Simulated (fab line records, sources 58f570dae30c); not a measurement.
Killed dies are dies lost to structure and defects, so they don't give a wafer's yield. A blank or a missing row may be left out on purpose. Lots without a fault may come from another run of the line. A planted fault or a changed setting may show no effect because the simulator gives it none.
A struck lot beside a sound one | flow berkeley_cmos170 | 23 steps out of a route of 331
Sound: wafers L620.3, L620.4, L620.6. Struck: wafers L628.4, L628.5, L628.6. The cause comes at the end.
At each step with rows: each side's tool, then ch and its chambers, then its first start. Under that, the readings that differ: sound wafers | struck wafers | difference of the means | sigmas: that difference in standard deviations of wafers without a fault.
alike: readings whose means differ by less than 2 such deviations, and words and numbers that are the same on both sides. not compared: withheld readings, readings that some wafer has no value for, bounds like >300 that may hide the same value, and numbers for which the record gives no deviation and whose values overlap.
The two part at a step that has a row with sigmas, a row that says differs or no value, or rows on one side only. Numbers that don't overlap but have no deviation are shown without sigmas and don't part them. A reading that every wafer of one side lacks parts them only if that side has two wafers or more.

UCB170_NWELL_ETCH_13: etches Si3N4 in CH3F/Ar/O2, stops on SiO2, target depth 246.4 nm, time 154 s.
  sound on rie_diel-03 ch 0,1, day 2 21:49; struck on rie_diel-03 ch 0,3, day 4 14:56
  alike: drypump_motor_current_A, oes_product_au, throttle_valve_pct
  not compared: rf_hours_counter_h
then, 1 step without rows for these wafers: UCB170_NWELL_IMPLANT_14.
UCB170_NWELL_STRIP_15: strips in O2.
  sound on plasma_asher-03 ch 0,1, day 2 22:07; struck on plasma_asher-01 ch 0,1, day 4 15:13
  reading                     | sound       | struck      | difference | sigmas
  drypump_motor_current_A (A) | 5.3 5.1 5.2 | 6.3 6.3 6.1 | +1.0       | +2
  alike: oes_product_au, strip_time_to_endpoint_s
  not compared: rf_hours_counter_h
UCB170_NWELL_TW_MEAS_16:
  sound on film_metro-03, day 2 22:12; struck on film_metro-01, day 4 15:19
  reading  | sound          | struck         | difference | sigmas
  NWELL_TW | 1257 1260 1254 | 1230 1217 1228 | -32        | -3
then, 6 steps without rows for these wafers: UCB170_NWELL_CLEAN_17 (cleans in SPM, time 600 s); UCB170_NWELL_WET_ETCH_18 (etches Si3N4 in H3PO4, time 14400 s); UCB170_NWELL_WET_ETCH_19 (etches SiO2 in BOE, time 22 s); UCB170_PWELL_CLEAN_00 (cleans in SPM, time 600 s); UCB170_PWELL_CLEAN_01 (cleans in dHF, time 60 s); UCB170_PWELL_OXIDATION_02 (target thk 26.4 nm, ox time 1260 s).
UCB170_PWELL_THK_MEAS_03:
  sound on film_metro-02, day 3 06:40; struck on film_metro-04, day 5 03:42
  reading              | sound          | struck         | difference | sigmas
  PWELL_OXIDE_THK (nm) | 26.1 25.6 25.7 | 26.6 27.0 26.6 | +0.9       | +2
then, 1 step without rows for these wafers: UCB170_PWELL_ANNEAL_04 (time 900 s).
UCB170_PWELL_CVD_05: deposits Si3N4 from SiH2Cl2/NH3, target thk 220 nm, time 3300 s.
  sound on lpcvd-01 ch 1, day 3 13:14; struck on lpcvd-01 ch 0, day 5 08:05
  reading                                 | sound             | struck            | difference | sigmas
  spike_tc_centre_C (C)                   | 801.4 802.3 801.3 | 824.6 822.1 824.9 | +22.2      | +19
  spike_tc_load_C (C)                     | 821.0 821.0 820.5 | 841.0 840.6 841.4 | +20.2      | +7
  spike_tc_source_C (C)                   | 823.5 824.3 824.3 | 847.0 846.8 846.2 | +22.6      | +16
  susceptor_temp_C (C)                    | 799.7 799.8 799.9 | 821.6 821.5 821.6 | +21.8      | +59
  model.Si3N4_of_PWELL_CVD_05.thk_nm (nm) | 219.3 221.2 220.7 | 322.4 322.8 323.6 | +102.5     |
  alike: sih2cl2_flow_sccm
UCB170_PWELL_THK_MEAS_06:
  sound on film_metro-01, day 3 16:07; struck on film_metro-04, day 5 10:02
  reading                | sound             | struck            | difference | sigmas
  PWELL_NITRIDE_THK (nm) | 219.4 221.2 220.8 | 322.7 322.5 323.5 | +102.4     | +57
then, 6 steps without rows for these wafers: UCB170_PWELL_HMDS_07 (prime time 60 s); UCB170_PWELL_COAT_08 (resist thk 900 nm); UCB170_PWELL_SOFTBAKE_09 (time 60 s); UCB170_PWELL_EXPOSE_10 (exposes mask PWELL, target cd 3000 nm); UCB170_PWELL_PEB_11; UCB170_PWELL_DEVELOP_12 (develop time 45 s).
UCB170_PWELL_OVL_MEAS_13:
  sound on overlay-02, day 3 17:14; struck on overlay-01, day 5 11:43
  alike: PWELL_OVL
UCB170_PWELL_ETCH_14: etches Si3N4 in CH3F/Ar/O2, stops on SiO2, target depth 242 nm, time 151 s.
  sound on rie_diel-01 ch 2,3, day 3 17:16; struck on rie_diel-01 ch 1,2, day 5 11:44
  reading                  | sound             | struck            | difference | sigmas
  oes_product_au (a.u.)    | 0.936 0.945 0.937 | 0.987 0.982 1.000 | +0.050     | +6
  model.etch.depth_nm (nm) | 219.3 221.2 220.7 | 244.3 241.1 243.3 | +22.5      |
  alike: drypump_motor_current_A, throttle_valve_pct
  not compared: rf_hours_counter_h
then, 1 step without rows for these wafers: UCB170_PWELL_IMPLANT_15.

WHERE THEY PART
First at UCB170_NWELL_STRIP_15; last, within this record, at UCB170_PWELL_ETCH_14.

WHY: what the simulator had put in
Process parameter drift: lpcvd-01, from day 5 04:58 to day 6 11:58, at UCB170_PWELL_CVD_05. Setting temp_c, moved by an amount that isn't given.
